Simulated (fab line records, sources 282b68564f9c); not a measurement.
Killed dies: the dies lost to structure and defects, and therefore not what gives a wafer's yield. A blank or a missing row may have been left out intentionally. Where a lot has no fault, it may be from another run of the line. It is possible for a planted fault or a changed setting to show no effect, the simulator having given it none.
Lot-split experiment -- flow rit_cmos -- on a route of 202 steps: 5 lots, 23 wafers read

== THE SPLIT ==
At RIT_PSD_COAT_01 (resist thk 1000 nm), the setting resist_thk_nm was moved away from the recipe's 1000 nm on 6 of the 23 wafers read, by -5.3% to +5.4%. The other wafers ran this setting at the recipe's value.

Between the split and the reading, the file records no step.

== THE READING ==
NOVOLAK_of_PSD_COAT_01.thk_nm (the simulator's own value, which no gauge read), in nm, at RIT_PSD_HARDBAKE_07 (time 60 s). The file gives no usual value for it. The 17 wafers here that ran the recipe average 881.5 nm, standard deviation 2.9 nm.

wafer,"tool, chamber at the split","resist_thk_nm as run, nm",against the recipe,"NOVOLAK_of_PSD_COAT_01.thk_nm, nm",against lot-mates on the recipe
L074.1,"litho_track-04, 0",1000,recipe,876.8,-
L074.2,"litho_track-04, 0",1031,+3.1%,906.7,+28.3
L074.3,"litho_track-04, 0",1000,recipe,882.1,-
L074.4,"litho_track-04, 0",1000,recipe,876.3,-
L074.5,"litho_track-04, 0",1031,+3.1%,909.5,+31.1
L078.1,"litho_track-03, 0",1000,recipe,883.6,-
L078.3,"litho_track-03, 0",1054,+5.4%,928.3,+44.9
L078.4,"litho_track-03, 0",1054,+5.4%,931.2,+47.8
L078.5,"litho_track-03, 0",1000,recipe,883.4,-
L078.6,"litho_track-03, 0",1000,recipe,883.2,-
L079.1,"litho_track-04, 0",1000,recipe,879.7,-
L079.2,"litho_track-04, 0",1000,recipe,878.6,-
L079.4,"litho_track-04, 0",1000,recipe,880.4,-
L079.5,"litho_track-04, 0",1000,recipe,879,-
L079.6,"litho_track-04, 0",1000,recipe,879.3,-
L083.1,"litho_track-02, 0",1000,recipe,883.5,-
L083.2,"litho_track-02, 0",946.5,-5.3%,838,-47.4
L083.3,"litho_track-02, 0",1000,recipe,886.3,-
L083.5,"litho_track-02, 0",1000,recipe,886.3,-
L083.4,"litho_track-02, 0",946.5,-5.3%,838.7,-46.7
L084.2,"litho_track-04, 0",1000,recipe,882.2,-
L084.4,"litho_track-04, 0",1000,recipe,881.8,-
L084.6,"litho_track-04, 0",1000,recipe,883.6,-

FIT RESULTS
A straight line over all 23 wafers: NOVOLAK_of_PSD_COAT_01.thk_nm changes by +8.49 nm for each +1% of resist_thk_nm; r = +0.99; the points scatter about the line by 2.8 nm.
The same after taking each lot's own level away (the mean of its wafers on the recipe; 23 wafers): +8.81 nm for each +1%; r = +1.00; scatter 1.6 nm.
That fit puts the effect of the largest move of resist_thk_nm on the reading at 48 nm.
The span of the lots' own levels, 878.40 to 885.37 nm, comes to 2.4 times the standard deviation stated above.
The two slopes agree, so the slope changes little with the lot-to-lot level.
Check: for one of the wafers moved furthest among these (+5.4%), held out of the fit, the line's prediction against its lot-mates is +48.6 nm. Against them it came out at +44.9 nm.

== OTHER SPLITS ON THESE WAFERS ==
Note: prior to the reading, these wafers also went through further splits. Each is held against what the fit with the lots' levels taken away leaves over:
other split on the same wafers,wafers away from the commonest value,r with NOVOLAK_of_PSD_COAT_01.thk_nm (lot level and that fit taken away)
RIT_GATE_OXIDATION_05 ox_time_s,18,+0.09
RIT_NLDD_SOFTBAKE_02 temp_c,9,-0.16
RIT_PLDD_COAT_01 resist_thk_nm,11,-0.20
RIT_PLDD_IMPLANT_08 dose_cm2,8,-0.49
RIT_NSD_COAT_01 spin_rpm,10,-0.24
RIT_NSD_IMPLANT_08 energy_kev,8,+0.12

== THE WHOLE CHAIN: every reading that the file lists as answering this split, in the file's order ==
step,what it does,reading,change (the file's fit),r (the file's)
RIT_PSD_COAT_01,resist thk 1000 nm,"NOVOLAK_of_PSD_COAT_01.thk_nm (the simulator's own value, which no gauge read)",+9.92 nm for each +1% of the setting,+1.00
RIT_PSD_HARDBAKE_07,time 60 s,"NOVOLAK_of_PSD_COAT_01.thk_nm (the simulator's own value, which no gauge read)",+8.81 nm for each +1% of the setting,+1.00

== THE FILE'S OWN FIT ==
NOVOLAK_of_PSD_COAT_01.thk_nm changes by +8.81 nm for each +1% of resist_thk_nm, r = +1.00.
